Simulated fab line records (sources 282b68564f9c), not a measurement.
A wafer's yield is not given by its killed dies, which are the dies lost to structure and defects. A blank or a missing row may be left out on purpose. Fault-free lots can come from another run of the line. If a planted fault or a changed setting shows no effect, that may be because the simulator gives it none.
Comparing a struck lot with a sound one    flow rit-cmos    21 steps out of a route of 202
Sound: the wafers L961.1, L961.4, L961.5. Wafers struck: L967.2, L967.5, L967.6. The cause is named last.
At each step with rows: each side's tool, then ch and its chambers, then its first start. Under that, the readings that differ: sound wafers    struck wafers    difference of the means    sigmas: that difference in standard deviations of wafers without a fault.
alike: readings whose means differ by less than 2 such deviations, and words and numbers that are the same on both sides. not compared: withheld readings, readings that some wafer has no value for, bounds like >300 that may hide the same value, and numbers for which the record gives no deviation and whose values overlap.
A row with sigmas, a row that says differs or no value, or rows on one side alone: a step with any of these is where the two part. Numbers that don't overlap but have no deviation are shown without sigmas and don't part them. A reading missing from all wafers of one side parts the sides only when that side holds two or more wafers.

first, 6 steps without rows for these wafers: RIT_NRETRO_HMDS_00 (prime time 60 s); RIT_NRETRO_COAT_01 (resist thk 1300 nm); RIT_NRETRO_SOFTBAKE_02 (time 60 s); RIT_NRETRO_EXPOSE_03 (exposes mask M4, target cd 43900 nm); RIT_NRETRO_PEB_04; RIT_NRETRO_DEVELOP_05 (develop time 68 s).
RIT_NRETRO_OVL_MEAS_06:
  struck on overlay-01, day 5 01:07; sound on overlay-01, day 3 17:38
  alike: NRETRO_OVL
then, 2 steps without rows for these wafers: RIT_NRETRO_HARDBAKE_07 (time 120 s); RIT_NRETRO_IMPLANT_08.
RIT_NRETRO_STRIP_09: strips in O2, time 180 s.
  sound on plasma-asher-02 ch 0,1, day 3 18:04; struck on plasma-asher-04 ch 0,1, day 5 01:33
  alike: drypump-motor-current-A, rf-refl-power-W
  not compared: rf-hours-counter-h
RIT_NRETRO_TW_MEAS_10:
  struck on film-metro-02, day 5 01:44; sound on film-metro-01, day 3 18:15
  alike: NRETRO_TW
then, 1 step without rows for these wafers: RIT_PRETRO_HMDS_00 (prime time 60 s).
RIT_PRETRO_COAT_01: resist thk 1300 nm.
  sound on litho-track-02 ch 0, day 3 18:28; struck on litho-track-02 ch 0, day 5 01:58
reading                                      sound                 struck                difference  sigmas
spin-speed-rpm (rpm)                         2000.3 2001.0 1998.9  2089.2 2086.4 2086.2  +87.2       +58
model.NOVOLAK_of_PRETRO_COAT_01.thk-nm (nm)  1301 1298 1302        1279 1275 1277        -23         
  alike: exhaust-pa
then, 4 steps without rows for these wafers: RIT_PRETRO_SOFTBAKE_02 (time 60 s); RIT_PRETRO_EXPOSE_03 (exposes mask M5, target cd 43700 nm); RIT_PRETRO_PEB_04; RIT_PRETRO_DEVELOP_05 (develop time 68 s).
RIT_PRETRO_OVL_MEAS_06:
  struck on overlay-01, day 5 02:40; sound on overlay-02, day 3 19:11
  alike: PRETRO_OVL
RIT_PRETRO_HARDBAKE_07: time 120 s.
  sound on litho-track-01 ch 0, day 3 19:13; struck on litho-track-01 ch 0, day 5 02:44
reading                                      sound           struck          difference  sigmas
model.NOVOLAK_of_PRETRO_COAT_01.thk-nm (nm)  1138 1135 1139  1119 1115 1117  -20         
  alike: exhaust-pa
then, 1 step without rows for these wafers: RIT_PRETRO_IMPLANT_08.
RIT_M1_PROBE_99:
  struck on prober-01, day 6 09:58; sound on prober-02, day 4 23:14
  alike: killed_at_M0_to_M3, killed-at-contacts, killed-at-front-end, killed-dies, killed-open, killed-short

## WHERE THEY PART
At RIT_PRETRO_COAT_01 and nowhere else, as far as this record goes. Later steps at which nothing parts them and some readings are alike: RIT_PRETRO_OVL_MEAS_06, RIT_PRETRO_HARDBAKE_07, RIT_M1_PROBE_99.

WHY: whatever the simulator had introduced
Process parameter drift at RIT_PRETRO_COAT_01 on litho-track-02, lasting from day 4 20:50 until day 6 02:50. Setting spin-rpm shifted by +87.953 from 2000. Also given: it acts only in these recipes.
